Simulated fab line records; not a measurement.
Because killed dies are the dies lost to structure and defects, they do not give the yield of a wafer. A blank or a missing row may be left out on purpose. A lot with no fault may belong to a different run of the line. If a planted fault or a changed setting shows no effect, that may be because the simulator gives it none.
A struck lot beside a sound one + flow berkeley cmos170 + 16 steps out of a route of 331
Sound: wafers L839.1, L839.4, L839.5. The struck wafers were L856.1, L856.3, L856.5. The cause is named last.
Order at every step that has rows: each side's tool, ch and its chambers, its first start. Under that, the readings that differ: sound wafers + struck wafers + difference of the means + sigmas: that difference in standard deviations of wafers without a fault.
alike: a reading whose means differ by less than 2 such deviations, as well as words and numbers matching on both sides. not compared: withheld readings; readings where some wafer has no value; bounds like >300 that might hide an equal value; numbers whose values overlap and for which the record gives no deviation.
Wherever a step has rows on one side only, a row that says differs or no value, or a row with sigmas, the two part there. Numbers that have no deviation but don't overlap get no sigmas and don't part them. A reading that every wafer of one side lacks parts them only if that side has two wafers or more.

first, 2 steps without rows for these wafers: UCB170_GATE_ANNEAL_03 (time 1800 s); UCB170_GATE_CVD_04 (deposits poly-Si from SiH4, time 1440 s, target thk 214 nm).
UCB170_GATE_THK_MEAS_05:
  sound on film metro-01, day 5 20:34; struck on film metro-02, day 9 04:51
  alike: GATE_POLY_THK
then, 6 steps without rows for these wafers: UCB170_GATE_COAT_06; UCB170_GATE_COAT_07 (resist thk 900 nm); UCB170_GATE_SOFTBAKE_08 (time 60 s); UCB170_GATE_EXPOSE_09 (exposes mask POLY, target cd 350 nm); UCB170_GATE_PEB_10; UCB170_GATE_DEVELOP_11 (develop time 45 s).
UCB170_GATE_CD_MEAS_12 targets a cd of 350 nm.
  sound on cd sem-02, day 5 22:08; struck on cd sem-02, day 9 06:22
  alike: cd nm
UCB170_GATE_OVL_MEAS_13:
  sound on overlay-01, day 5 22:16; struck on overlay-02, day 9 06:29
  alike: GATE_OVL
UCB170_GATE_ETCH_14: etches BARC in N2/H2.
  sound on rie diel-03 ch 1,2,3, day 5 22:17; struck on rie diel-03 ch 1,2, day 9 06:31
  alike: bias w, chamber pressure mTorr, drypump motor current A, oes product au, throttle valve pct
UCB170_GATE_ETCH_15: etches poly-Si in HBr/Cl2, stops on SiO2, time 56.3 s, target depth 278.2 nm.
  sound on rie si-02 ch 1,2,3, day 5 22:20; struck on rie si-01 ch 1,2,3, day 9 06:34
  no value came back on the struck wafers for any of 5 readings (HBr_flow_sccm (sccm), bias w (W) and others); on the sound wafers HBr_flow_sccm (sccm) reads 150.0 149.6 150.1
| reading                               | sound           | struck          | difference | sigmas |
|---------------------------------------|-----------------|-----------------|------------|--------|
| model.KrF_of_GATE_COAT_07.thk nm (nm) | 781.6 776.7 779 | 886.5 886 888.5 | +107.9     |        |
  not compared: rf hours counter h
UCB170_GATE_STRIP_16: strips in O2.
  sound on plasma asher-04 ch 0,1, day 5 22:23; struck on plasma asher-01 ch 0,1, day 9 06:37
  alike: drypump motor current A, oes product au
  not compared: rf hours counter h
UCB170_GATE_CD_MEAS_90 targets a cd of 350 nm.
  sound on cd sem-01, day 5 22:29; struck on cd sem-02, day 9 06:43
| reading    | sound             | struck | difference                    | sigmas |
|------------|-------------------|--------|-------------------------------|--------|
| cd nm (nm) | 348.6 348.7 349.6 | - - -  | no value on the struck wafers |        |
then, 1 step without rows for these wafers: UCB170_GATE_CLEAN_17 (cleans in SPM, time 600 s).

== WHERE THEY PART ==
At UCB170_GATE_ETCH_15 first; at UCB170_GATE_CD_MEAS_90 last (within this record only).

WHY: what the simulator had put in
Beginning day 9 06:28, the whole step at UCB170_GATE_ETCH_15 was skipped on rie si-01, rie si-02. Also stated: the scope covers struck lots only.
